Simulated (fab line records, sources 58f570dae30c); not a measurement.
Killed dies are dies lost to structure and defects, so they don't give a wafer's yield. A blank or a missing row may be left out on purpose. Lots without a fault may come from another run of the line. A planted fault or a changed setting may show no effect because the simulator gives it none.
Tool commonality check | flow berkeley_cmos170 | 14 lots, 42 wafers sampled

WHY IT WAS OPENED
At UCB170_PSD_TW_MEAS_10 the reading PSD_TW is flagged on 2 of 14 lots. Wafers without a fault read 2335, standard deviation 11.
Rule: a lot is flagged when every wafer of it that has a number lies more than 4 standard deviations from that mean, or none has a number. The other lots count as sound.

lot  | measured     | on            | PSD_TW, wafer by wafer | flag
L258 | day 7 03:58  | film_metro-01 | 2340 2335 2341         |
L261 | day 7 03:58  | film_metro-02 | 2325 2333 2331         |
L259 | day 7 04:14  | film_metro-01 | 2330 2327 2337         |
L260 | day 7 04:30  | film_metro-02 | 2333 2327 2336         |
L263 | day 8 03:52  | film_metro-01 | 2338 2340 2347         |
L265 | day 8 04:13  | film_metro-01 | 2333 2331 2326         |
L262 | day 8 04:32  | film_metro-02 | 2328 2329 2315         |
L268 | day 9 00:21  | film_metro-04 | 2337 2342 2330         |
L271 | day 9 15:53  | film_metro-01 | 2324 2343 2334         |
L274 | day 10 05:25 | film_metro-04 | 2154 2146 2140         | FLAGGED
L273 | day 10 05:53 | film_metro-02 | 2136 2149 2135         | FLAGGED
L275 | day 10 11:50 | film_metro-02 | 2329 2344 2322         |
L277 | day 10 12:07 | film_metro-01 | 2337 2342 2325         |
L278 | day 11 05:09 | film_metro-04 | 2344 2346 2350         |
The numbers of the flagged lots are 2143 on average: -192 against the usual, or -17 standard deviations.

WHICH TOOL RAN EACH LOT
The record holds 3 process steps before the reading, out of a route of 331 steps. In each cell: the tool, then ch and the chambers that the sampled wafers went through, then the start.
lot  | flag    | UCB170_PLDD_STRIP_10                 | UCB170_PSD_IMPLANT_08           | UCB170_PSD_STRIP_09
L258 |         | plasma_asher-01 ch 0,1, day 6 18:41  | implanter-02 ch 0, day 7 03:43  | plasma_asher-02 ch 0, day 7 03:52
L261 |         | plasma_asher-03 ch 0,1, day 6 19:01  | implanter-03 ch 0, day 7 03:43  | plasma_asher-01 ch 0,1, day 7 03:52
L259 |         | plasma_asher-01 ch 0,1, day 6 19:45  | implanter-03 ch 0, day 7 04:01  | plasma_asher-01 ch 0,1, day 7 04:08
L260 |         | plasma_asher-01 ch 1, day 6 19:52    | implanter-02 ch 0, day 7 04:12  | plasma_asher-01 ch 0,1, day 7 04:23
L263 |         | plasma_asher-01 ch 0,1, day 7 18:50  | implanter-03 ch 0, day 8 03:40  | plasma_asher-01 ch 0,1, day 8 03:47
L265 |         | plasma_asher-01 ch 0,1, day 7 21:25  | implanter-02 ch 0, day 8 03:59  | plasma_asher-02 ch 0,1, day 8 04:06
L262 |         | plasma_asher-03 ch 0,1, day 7 21:54  | implanter-03 ch 0, day 8 04:18  | plasma_asher-04 ch 0,1, day 8 04:26
L268 |         | plasma_asher-01 ch 1, day 8 16:21    | implanter-01 ch 0, day 9 00:06  | plasma_asher-04 ch 1, day 9 00:15
L271 |         | plasma_asher-04 ch 0,1, day 9 07:07  | implanter-02 ch 0, day 9 15:40  | plasma_asher-01 ch 0,1, day 9 15:48
L274 | FLAGGED | plasma_asher-04 ch 0,1, day 9 21:12  | implanter-02 ch 0, day 10 05:12 | plasma_asher-02 ch 0,1, day 10 05:20
L273 | FLAGGED | plasma_asher-03 ch 0,1, day 9 21:09  | implanter-02 ch 0, day 10 05:38 | plasma_asher-04 ch 0,1, day 10 05:47
L275 |         | plasma_asher-04 ch 0,1, day 10 04:02 | implanter-01 ch 0, day 10 11:35 | plasma_asher-01 ch 0,1, day 10 11:44
L277 |         | plasma_asher-03 ch 0,1, day 10 04:14 | implanter-03 ch 0, day 10 11:54 | plasma_asher-02 ch 0,1, day 10 12:01
L278 |         | plasma_asher-01 ch 0,1, day 10 19:14 | implanter-01 ch 0, day 11 04:55 | plasma_asher-04 ch 0,1, day 11 05:02
What these steps do:
- UCB170_PLDD_STRIP_10: strips in O2.
- UCB170_PSD_IMPLANT_08
- UCB170_PSD_STRIP_09: strips in O2.
- UCB170_PSD_TW_MEAS_10

FLAGGED OVER TOTAL, TOOL BY TOOL (the gauges that took the reading come last)
step                  | tool            | lots run | flagged | share of the flagged lots | sound lots run after its first flagged lot
UCB170_PLDD_STRIP_10  | plasma_asher-01 | 7        | 0       | none                      | -
UCB170_PLDD_STRIP_10  | plasma_asher-03 | 4        | 1       | some                      | 1 (L277)
UCB170_PLDD_STRIP_10  | plasma_asher-04 | 3        | 1       | some                      | 1 (L275)
UCB170_PSD_IMPLANT_08 | implanter-01    | 3        | 0       | none                      | -
UCB170_PSD_IMPLANT_08 | implanter-02    | 6        | 2       | all                       | 0
UCB170_PSD_IMPLANT_08 | implanter-03    | 5        | 0       | none                      | -
UCB170_PSD_STRIP_09   | plasma_asher-01 | 6        | 0       | none                      | -
UCB170_PSD_STRIP_09   | plasma_asher-02 | 4        | 1       | some                      | 1 (L277)
UCB170_PSD_STRIP_09   | plasma_asher-04 | 4        | 1       | some                      | 1 (L278)
UCB170_PSD_TW_MEAS_10 | film_metro-01   | 6        | 0       | none                      | -
UCB170_PSD_TW_MEAS_10 | film_metro-02   | 5        | 1       | some                      | 1 (L275)
UCB170_PSD_TW_MEAS_10 | film_metro-04   | 3        | 1       | some                      | 1 (L278)

WHAT THE TABLE ALLOWS
1 row of the table ran every flagged lot: implanter-02 at UCB170_PSD_IMPLANT_08.
- implanter-02 at UCB170_PSD_IMPLANT_08: 2 of its 6 lots flagged. Its last sound lot is L271 (day 9 15:40), its first flagged lot L274 (day 10 05:12): a fault that began between those two fits. Its own readings lie more than 4 standard deviations out on every wafer of the flagged lots: beam_energy_keV.
One tool is left: implanter-02 at UCB170_PSD_IMPLANT_08.

WHAT THE SIMULATOR HAD PUT IN
Process parameter drift: implanter-02, from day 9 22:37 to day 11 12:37, at UCB170_PSD_IMPLANT_08. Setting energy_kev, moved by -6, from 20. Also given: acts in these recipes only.
Lots struck among those shown: L274, L273. The rule above found the same.
